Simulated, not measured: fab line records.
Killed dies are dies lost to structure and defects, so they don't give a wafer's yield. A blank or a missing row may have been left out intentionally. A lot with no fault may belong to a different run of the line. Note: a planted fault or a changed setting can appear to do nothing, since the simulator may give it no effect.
What tool caused it? / flow berkeleyCmos170 / 21 wafers from 7 lots sampled at 3 of the route's 331 steps

== WHAT THE GAUGES READ, wafer by wafer ==
UCB170_V1_CD_MEAS_12 targets a cd of 700 nm.
lot=L755; measured=day 8 05:15; on=cdSem-01; cdNm (nm)=701.1 700.2 700.6
lot=L757; measured=day 8 19:23; on=cdSem-02; cdNm (nm)=702.2 701.3 702.8
lot=L760; measured=day 9 11:49; on=cdSem-01; cdNm (nm)=698.0 698.3 699.0
lot=L763; measured=day 9 23:25; on=cdSem-02; cdNm (nm)=700.9 699.5 698.8
lot=L767; measured=day 11 02:32; on=cdSem-01; cdNm (nm)=698.6 697.2 698.5
lot=L770; measured=day 11 17:57; on=cdSem-01; cdNm (nm)=699.9 699.7 700.1
lot=L773; measured=day 12 05:15; on=cdSem-01; cdNm (nm)=701.8 701.1 701.6

== WHICH TOOL RAN EACH LOT (tool, then ch and the chambers of the sampled wafers, then the start) ==
lot=L755; UCB170_PLDD_STRIP_10=plasmaAsher-03 ch 0, day 7 04:31; UCB170_PSD_STRIP_09=plasmaAsher-01 ch 0,1, day 7 12:20
lot=L757; UCB170_PLDD_STRIP_10=plasmaAsher-03 ch 0,1, day 7 13:45; UCB170_PSD_STRIP_09=plasmaAsher-01 ch 0,1, day 7 23:20
lot=L760; UCB170_PLDD_STRIP_10=plasmaAsher-03 ch 0,1, day 8 09:44; UCB170_PSD_STRIP_09=plasmaAsher-04 ch 0,1, day 8 16:47
lot=L763; UCB170_PLDD_STRIP_10=plasmaAsher-03 ch 0,1, day 8 16:48; UCB170_PSD_STRIP_09=plasmaAsher-02 ch 0,1, day 9 00:58
lot=L767; UCB170_PLDD_STRIP_10=plasmaAsher-02 ch 0,1, day 9 22:05; UCB170_PSD_STRIP_09=plasmaAsher-02 ch 0,1, day 10 08:41
lot=L770; UCB170_PLDD_STRIP_10=plasmaAsher-01 ch 0,1, day 10 13:16; UCB170_PSD_STRIP_09=plasmaAsher-02 ch 0,1, day 11 00:55
lot=L773; UCB170_PLDD_STRIP_10=plasmaAsher-02 ch 0,1, day 10 22:10; UCB170_PSD_STRIP_09=plasmaAsher-04 ch 0,1, day 11 06:15
- UCB170_PLDD_STRIP_10: strips in O2.
- UCB170_PSD_STRIP_09: strips in O2.

== THE ANSWER, worked out from the rows above alone ==
Rule: the lots themselves supply what counts as usual. Put in order of their means at a reading, lots are off if they are a third of the lots or fewer, leave a main group of 4 or more, and stand apart from it by a gap of 3 or more times the standard deviation of the main group's means; of several such gaps the widest counts. A main group whose means are all the same, to the digits that the tables above print for the reading, isn't used. A lot without any number at a reading at which 4 lots or more have one is off too. All remaining lots with rows at the step are treated as sound.
No lot is off at any reading shown: from this, nothing can be told.

== WHAT THE SIMULATOR HAD PUT IN ==
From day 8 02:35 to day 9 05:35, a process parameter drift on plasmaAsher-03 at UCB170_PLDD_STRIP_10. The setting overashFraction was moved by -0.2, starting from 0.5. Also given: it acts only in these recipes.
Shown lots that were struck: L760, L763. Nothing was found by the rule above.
